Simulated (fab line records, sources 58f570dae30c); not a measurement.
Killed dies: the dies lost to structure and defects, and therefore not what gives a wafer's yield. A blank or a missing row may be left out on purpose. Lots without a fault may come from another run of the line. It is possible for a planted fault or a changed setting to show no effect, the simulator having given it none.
A lot that was struck, set against a sound lot + flow berkeley cmos170 + 24 out of 331 route steps
Sound: these wafers, L450.1, L450.5, L450.6. Struck: wafers L446.3, L446.4, L446.6. The cause is named last.
For every step that has rows: the tool of each side, followed by ch and its chambers, followed by its first start. Under that, the readings that differ: sound wafers + struck wafers + difference of the means + sigmas: that difference in standard deviations of wafers without a fault.
alike: a reading whose means differ by less than 2 such deviations, as well as words and numbers matching on both sides. not compared: withheld readings; readings where some wafer has no value; bounds like >300 that might hide an equal value; numbers whose values overlap and for which the record gives no deviation.
A row with sigmas, a row that says differs or no value, or rows on one side alone: a step with any of these is where the two part. Non-overlapping numbers with no deviation appear without sigmas and do not part them. A reading missing from all wafers of one side parts the sides only when that side holds two or more wafers.

UCB170_NWELL_ETCH_13: etches Si3N4 in CH3F/Ar/O2, stops on SiO2, target depth 246.4 nm, time 154 s.
  sound on rie diel-03 ch 0,3, day 4 03:57; struck on rie diel-01 ch 0,1, day 3 02:31
| reading                | sound          | struck         | difference | sigmas |
|------------------------|----------------|----------------|------------|--------|
| throttle valve pct (%) | 8.03 8.02 8.01 | 8.26 8.08 8.27 | +0.18      | +2     |
  alike: chamber pressure mTorr, drypump motor current A, oes product au
  not compared: rf hours counter h
then, 1 step without rows for these wafers: UCB170_NWELL_IMPLANT_14.
UCB170_NWELL_STRIP_15: strips in O2.
  sound on plasma asher-01 ch 0,1, day 4 04:12; struck on plasma asher-01 ch 0,1, day 3 02:48
  alike: chamber pressure mTorr, drypump motor current A, oes product au, strip time to endpoint s
  not compared: rf hours counter h
UCB170_NWELL_TW_MEAS_16:
  sound on film metro-02, day 4 04:18; struck on film metro-04, day 3 02:53
  alike: NWELL_TW
then, 6 steps without rows for these wafers: UCB170_NWELL_CLEAN_17 (cleans in SPM, time 600 s); UCB170_NWELL_WET_ETCH_18 (etches Si3N4 in H3PO4, time 14400 s); UCB170_NWELL_WET_ETCH_19 (etches SiO2 in BOE, time 22 s); UCB170_PWELL_CLEAN_00 (cleans in SPM, time 600 s); UCB170_PWELL_CLEAN_01 (cleans in dHF, time 60 s); UCB170_PWELL_OXIDATION_02 (target thk 26.4 nm, ox time 1260 s).
UCB170_PWELL_THK_MEAS_03:
  sound on film metro-01, day 4 15:50; struck on film metro-02, day 3 14:56
  alike: PWELL_OXIDE_THK
then, 1 step without rows for these wafers: UCB170_PWELL_ANNEAL_04 (time 900 s).
UCB170_PWELL_CVD_05: deposits Si3N4 from SiH2Cl2/NH3, target thk 220 nm, time 3300 s.
  sound on lpcvd-02 ch 1, day 4 23:27; struck on lpcvd-01 ch 0, day 3 20:49
| reading                                 | sound             | struck            | difference | sigmas      |
|-----------------------------------------|-------------------|-------------------|------------|-------------|
| pressure mtorr (mTorr)                  | 199.1 199.9 199.9 | 159.6 159.4 159.2 | -40.2      | -99 or more |
| model.Si3N4_of_PWELL_CVD_05.thk nm (nm) | 220.7 222.2 222.4 | 208.9 207 208.5   | -13.6      |             |
UCB170_PWELL_THK_MEAS_06:
  sound on film metro-02, day 5 01:22; struck on film metro-03, day 3 23:43
| reading                | sound             | struck            | difference | sigmas |
|------------------------|-------------------|-------------------|------------|--------|
| PWELL_NITRIDE_THK (nm) | 220.9 222.2 222.4 | 209.0 207.0 208.6 | -13.6      | -8     |
then, 6 steps without rows for these wafers: UCB170_PWELL_HMDS_07 (prime time 60 s); UCB170_PWELL_COAT_08 (resist thk 900 nm); UCB170_PWELL_SOFTBAKE_09 (time 60 s); UCB170_PWELL_EXPOSE_10 (exposes mask PWELL, target cd 3000 nm); UCB170_PWELL_PEB_11; UCB170_PWELL_DEVELOP_12 (develop time 45 s).
UCB170_PWELL_OVL_MEAS_13:
  sound on overlay-01, day 5 02:56; struck on overlay-01, day 4 01:14
  alike: PWELL_OVL
UCB170_PWELL_ETCH_14: etches Si3N4 in CH3F/Ar/O2, stops on SiO2, target depth 242 nm, time 151 s.
  sound on rie diel-04 ch 1,2,3, day 5 02:58; struck on rie diel-04 ch 0,1,3, day 4 01:15
| reading                  | sound             | struck            | difference | sigmas |
|--------------------------|-------------------|-------------------|------------|--------|
| oes product au (a.u.)    | 0.939 0.984 0.953 | 0.912 0.932 0.926 | -0.035     | -3     |
| model.etch.depth nm (nm) | 220.7 222.2 222.4 | 208.9 207 208.5   | -13.6      |        |
  alike: chamber pressure mTorr, drypump motor current A, throttle valve pct
  not compared: rf hours counter h
then, 1 step without rows for these wafers: UCB170_PWELL_IMPLANT_15.
-- the record jumps here: 6 days lie between the struck wafers' starts before and after (it left off in module PWELL and takes up again in module M3, whose first step shown is number 331 of the route) --
UCB170_M3_PROBE_99:
  the record has rows for the struck wafers here (prober-01, day 9 23:01) and none for the sound ones

WHERE THEY PART
At UCB170_NWELL_ETCH_13 first; at UCB170_M3_PROBE_99 last (within this record only).

WHY: whatever the simulator had introduced
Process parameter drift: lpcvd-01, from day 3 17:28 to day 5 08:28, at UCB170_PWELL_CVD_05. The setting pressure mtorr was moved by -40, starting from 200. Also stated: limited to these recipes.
